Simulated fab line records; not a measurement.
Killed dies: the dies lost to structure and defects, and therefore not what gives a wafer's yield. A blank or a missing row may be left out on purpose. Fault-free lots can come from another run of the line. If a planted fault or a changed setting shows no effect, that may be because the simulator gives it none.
Comparing a struck lot with a sound one	flow berkeley_cmos170	14 out of 331 route steps
Sound: wafers L490.1, L490.2, L490.6. The struck wafers were L486.3, L486.4, L486.5. The cause is given at the end.
For every step that has rows: the tool of each side, followed by ch and its chambers, followed by its first start. Under that, the readings that differ: sound wafers	struck wafers	difference of the means	sigmas: that difference in standard deviations of wafers without a fault.
alike: same words and numbers on both sides, and readings whose means sit less than 2 such deviations apart. not compared: any withheld reading, any reading some wafer has no value for, any bound like >300 that may hide the same value, and any number with overlapping values for which the record gives no deviation.
The two part at a step that has a row with sigmas, a row that says differs or no value, or rows on one side only. Numbers that have no deviation but don't overlap get no sigmas and don't part them. A reading missing from all wafers of one side parts the sides only when that side holds two or more wafers.

UCB170_M3_SPUTTER_01: material Al, target thk 900 nm, time 120 s.
  sound on pvd_sputter-02 at day 8 16:10; struck on pvd_sputter-02 at day 8 05:37
  alike: throttle_valve_pct
UCB170_M3_RS_MEAS_02: uses a four-point probe to measure.
  sound on film_metro-03 at day 8 16:15; struck on film_metro-03 at day 8 05:45
  alike: M3_AL_RS
UCB170_M3_THK_MEAS_03: measures by xrf.
  sound on film_metro-03 at day 8 16:22; struck on film_metro-03 at day 8 05:51
  alike: M3_AL_THK
then, 3 steps without rows for these wafers: UCB170_M3_HMDS_04 (prime time 60 s); UCB170_M3_COAT_05 (resist thk 900 nm); UCB170_M3_SOFTBAKE_06 (time 60 s).
UCB170_M3_STRIP_07: strips in O2.
  sound on plasma_asher-01 ch 0,1, day 8 16:53; struck on plasma_asher-01 ch 0,1, day 8 06:22
reading	sound	struck	difference	sigmas
strip_time_to_endpoint_s (s)	22.11 22.02 22.08	21.87 21.89 21.91	-0.18	-3
  alike: drypump_motor_current_A, oes_product_au
  not compared: rf_hours_counter_h
then, 5 steps without rows for these wafers: UCB170_M3_STRIP_08 (strips KrF in DMSO, time 600 s); UCB170_M3_COAT_09; UCB170_M3_COAT_10 (resist thk 900 nm); UCB170_M3_SOFTBAKE_11 (time 60 s); UCB170_M3_EXPOSE_12 (exposes mask METAL3, target cd 700 nm).
UCB170_M3_PEB_13:
  sound on litho_track-02 ch 0, day 8 18:04; struck on litho_track-01, day 8 07:26
  no value came back on the struck wafers for chill_plate_temp_C (C), exhaust_pa (Pa), heater_power_total_W (W); on the sound wafers chill_plate_temp_C (C) reads 22.94 23.08 23.07
then, 1 step without rows for these wafers: UCB170_M3_DEVELOP_14 (develop time 45 s).

== WHERE THEY PART ==
At UCB170_M3_STRIP_07 first; at UCB170_M3_PEB_13 last (within this record only).

WHY: whatever the simulator had introduced
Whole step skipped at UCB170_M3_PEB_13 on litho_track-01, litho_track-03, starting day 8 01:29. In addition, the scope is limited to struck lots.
